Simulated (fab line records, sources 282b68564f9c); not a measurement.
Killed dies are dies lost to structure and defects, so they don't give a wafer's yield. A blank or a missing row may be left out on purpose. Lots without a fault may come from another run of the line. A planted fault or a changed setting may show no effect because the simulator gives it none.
Problem report in the 8D (eight disciplines) form, filled by code | flow rit_cmos | the parts of the form that need people (team, actions taken, sign-off) are left out

1. THE PROBLEM
heater_power_total_W at RIT_NWELL_SOFTBAKE_02 reads a mean of 28.56 W on 6 wafers of 2 lots; wafers without a fault read 34.57 W with a standard deviation of 0.047. That is -99 or more standard deviations from the usual mean.
The step: time 60 s.
First seen on wafer L826.4, day 4 13:10, on litho_track-03. The record holds 42 wafers of 14 lots with a number at this step. Rule for "out", or "out of limits": more than 4 standard deviations from the usual mean. The other wafers with a number count as sound.

2. WHAT IT IS AND WHAT IT IS NOT
question                    | is                                 | is not
which readings at this step | heater_power_total_W, plate_temp_C | -
which lots                  | L826, L831                         | L814, L815, L817, L818, L819, L821, L822, L823, L829, L832, L833, L835
which wafers of those lots  | all that have a number             | -
read on which tools         | litho_track-03                     | litho_track-01, litho_track-04
when                        | from day 4 13:10                   | up to then (24 sound wafers); but 12 sound wafers of L829, L832, L833, L835 came after

3. SUSPECTS, AND WHAT RULES EACH OUT
Counting: a tool at a process step up to the reading stays a suspect if it ran every lot that is out and no sound lot after the first of them.
- litho_track-03 at RIT_NWELL_SOFTBAKE_02 (time 60 s): kept. It ran every lot that is out, first L826 (day 4 13:10), and no sound lot after that; its last sound lot up to then is L823 (day 3 23:43). Its own readings are out on those wafers: heater_power_total_W, plate_temp_C.
Left after counting: litho_track-03 at RIT_NWELL_SOFTBAKE_02.

4. THE CAUSE (what the simulator had put in)
Process parameter drift: litho_track-03, from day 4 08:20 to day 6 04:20, at RIT_NWELL_SOFTBAKE_02. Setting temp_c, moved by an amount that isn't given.
Counting left only this tool.

5. THE CHAIN OF EFFECTS, in route order
Each row: a reading whose mean over the struck wafers that have a number lies more than 3 standard deviations from the usual. Only readings for which the record gives a usual standard deviation are gone through. hours: the time from each lot's start at the first step in this table that gives one to its start at this step, as a median over the lots. sigmas: the change in usual standard deviations.
hours | step                  | reading              | usual   | on struck wafers | change | sigmas
0     | RIT_NWELL_SOFTBAKE_02 | heater_power_total_W | 34.57 W | 28.56            | -6.01  | -99 or more
0     | RIT_NWELL_SOFTBAKE_02 | plate_temp_C         | 89.99 C | 78.79            | -11.20 | -86
The process steps in it:
- RIT_NWELL_SOFTBAKE_02: time 60 s.
Later measuring or inspecting steps at which every struck wafer that the step has a row for has a number for every such reading, and none has moved that far: RIT_REOX_THK_MEAS_04, RIT_PLDD_TW_MEAS_10, RIT_SDANNEAL_RS_MEAS_04.

6. WHAT WOULD HAVE CAUGHT IT SOONER
In this record the first reading out of limits was taken at day 4 13:10, 5 hours after the fault began at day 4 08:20.
